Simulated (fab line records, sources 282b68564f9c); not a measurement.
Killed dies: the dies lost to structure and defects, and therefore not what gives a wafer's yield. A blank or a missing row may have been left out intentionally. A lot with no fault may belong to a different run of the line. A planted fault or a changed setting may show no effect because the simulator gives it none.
The tool behind it: which one? ; flow rit-cmos ; 39 wafers from 13 lots sampled at 4 of the route's 202 steps

## WHAT EACH GAUGE READ, for each wafer
RIT_NWELL_OVL_MEAS_06.
lot;measured;on;NWELL_OVL (nm)
L883;day 1 21:16;overlay-02;0.6 1.0 -0.5
L884;day 2 01:23;overlay-01;1.0 1.5 2.6
L889;day 3 03:29;overlay-01;- - -
L897;day 4 20:51;overlay-02;-1.8 -0.4 -1.0
L898;day 5 01:09;overlay-02;-0.3 -1.4 -1.8
L899;day 5 06:35;overlay-01;0.4 3.5 0.7
L900;day 5 12:10;overlay-01;-1.0 -0.9 -0.8
L901;day 5 20:02;overlay-02;3.3 -0.2 2.1
L902;day 5 23:20;overlay-02;-1.1 -0.9 -0.8
L903;day 6 02:02;overlay-01;-3.3 -1.2 -2.0
L904;day 6 12:02;overlay-02;1.6 2.2 0.3
L905;day 6 15:28;overlay-01;0.3 0.6 -1.1
L906;day 7 00:25;overlay-01;0.6 -1.4 -1.3

RIT_NWELL_TW_MEAS_10.
lot;measured;on;NWELL_TW
L883;day 1 21:52;film-metro-04;2145 2148 2159
L884;day 2 02:00;film-metro-01;2154 2170 2162
L889;day 3 04:12;film-metro-03;30 30 30
L897;day 4 21:28;film-metro-03;2110 2113 2103
L898;day 5 01:46;film-metro-04;2162 2144 2133
L899;day 5 07:11;film-metro-04;2137 2150 2139
L900;day 5 12:47;film-metro-04;2147 2155 2134
L901;day 5 20:39;film-metro-04;2138 2153 2140
L902;day 5 23:57;film-metro-04;2137 2145 2139
L903;day 6 02:39;film-metro-01;2155 2152 2140
L904;day 6 12:39;film-metro-04;2149 2162 2157
L905;day 6 16:11;film-metro-03;2096 2092 2085
L906;day 7 01:02;film-metro-03;2098 2102 2105

RIT_PWELL_TW_MEAS_10.
lot;measured;on;PWELL_TW
L883;day 1 23:46;film-metro-03;932 935 933
L884;day 2 03:41;film-metro-03;933 930 934
L889;day 3 06:05;film-metro-03;2156 2159 2154
L897;day 4 23:01;film-metro-03;935 931 942
L898;day 5 03:19;film-metro-03;936 937 931
L899;day 5 09:03;film-metro-03;934 930 933
L900;day 5 14:25;film-metro-03;936 931 939
L901;day 5 22:20;film-metro-04;951 949 954
L902;day 6 01:38;film-metro-03;937 929 926
L903;day 6 04:19;film-metro-01;955 956 956
L904;day 6 14:22;film-metro-01;958 961 949
L905;day 6 17:44;film-metro-01;947 948 951
L906;day 7 02:35;film-metro-01;955 957 953

## EACH LOT AND THE TOOL THAT RAN IT (in order: tool; ch and the chambers of the sampled wafers; start)
lot;RIT_NWELL_EXPOSE_03
L883;iline-stepper-01 ch 0, day 1 20:50
L884;iline-stepper-02 ch 0, day 2 00:58
L889;iline-stepper-02 ch 0, day 3 03:04
L897;iline-stepper-01 ch 0, day 4 20:25
L898;iline-stepper-02 ch 0, day 5 00:43
L899;iline-stepper-02 ch 0, day 5 06:06
L900;iline-stepper-01 ch 0, day 5 11:46
L901;iline-stepper-01 ch 0, day 5 19:37
L902;iline-stepper-02 ch 0, day 5 22:55
L903;iline-stepper-02 ch 0, day 6 01:37
L904;iline-stepper-01 ch 0, day 6 11:34
L905;iline-stepper-01 ch 0, day 6 15:02
L906;iline-stepper-02 ch 0, day 6 23:59
- RIT_NWELL_EXPOSE_03: exposes mask M2, target cd 43900 nm.

## WHAT THE TOOLS THEMSELVES READ (means of the sampled wafers that have a number; where no wafer has one, the mark that the record gives instead)
The record holds no such reading with a usual standard deviation.

## THE ANSWER, worked out from the rows above alone
Rule: what is usual is taken from the lots themselves. The widest of any qualifying gaps counts: lots, ordered by their means at a reading, are off when they make up no more than a third of the lots, leave a main group of 4 or more, and stand apart from it by 3 or more times the standard deviation of that group's means. The tables above print the reading to a certain number of digits; a main group whose means all agree to those digits is not used. A lot without any number at a reading at which 4 lots or more have one is off too. Any other lot the step has rows for is counted as sound. First the gauges in route order, then the tools' own readings, where a lot's mean is used as printed above. The first step at which some lot is off is used, and at that step the reading that is off furthest; a lot without a number counts as furthest.
Off: L889, at RIT_NWELL_OVL_MEAS_06 (NWELL_OVL). Without a number there: L889. Mean -0.0 nm and standard deviation 1.3 in the main group.
If a tool, at a process step before that reading, ran all the lots that are off and no sound lot after the first of them, it fits. The gauges at RIT_NWELL_OVL_MEAS_06 aren't tried: what is off there is off at RIT_NWELL_TW_MEAS_10 too, on other tools, and a gauge's error can't cause that. None of those tried fits.

## WHAT THE SIMULATOR HAD INSERTED
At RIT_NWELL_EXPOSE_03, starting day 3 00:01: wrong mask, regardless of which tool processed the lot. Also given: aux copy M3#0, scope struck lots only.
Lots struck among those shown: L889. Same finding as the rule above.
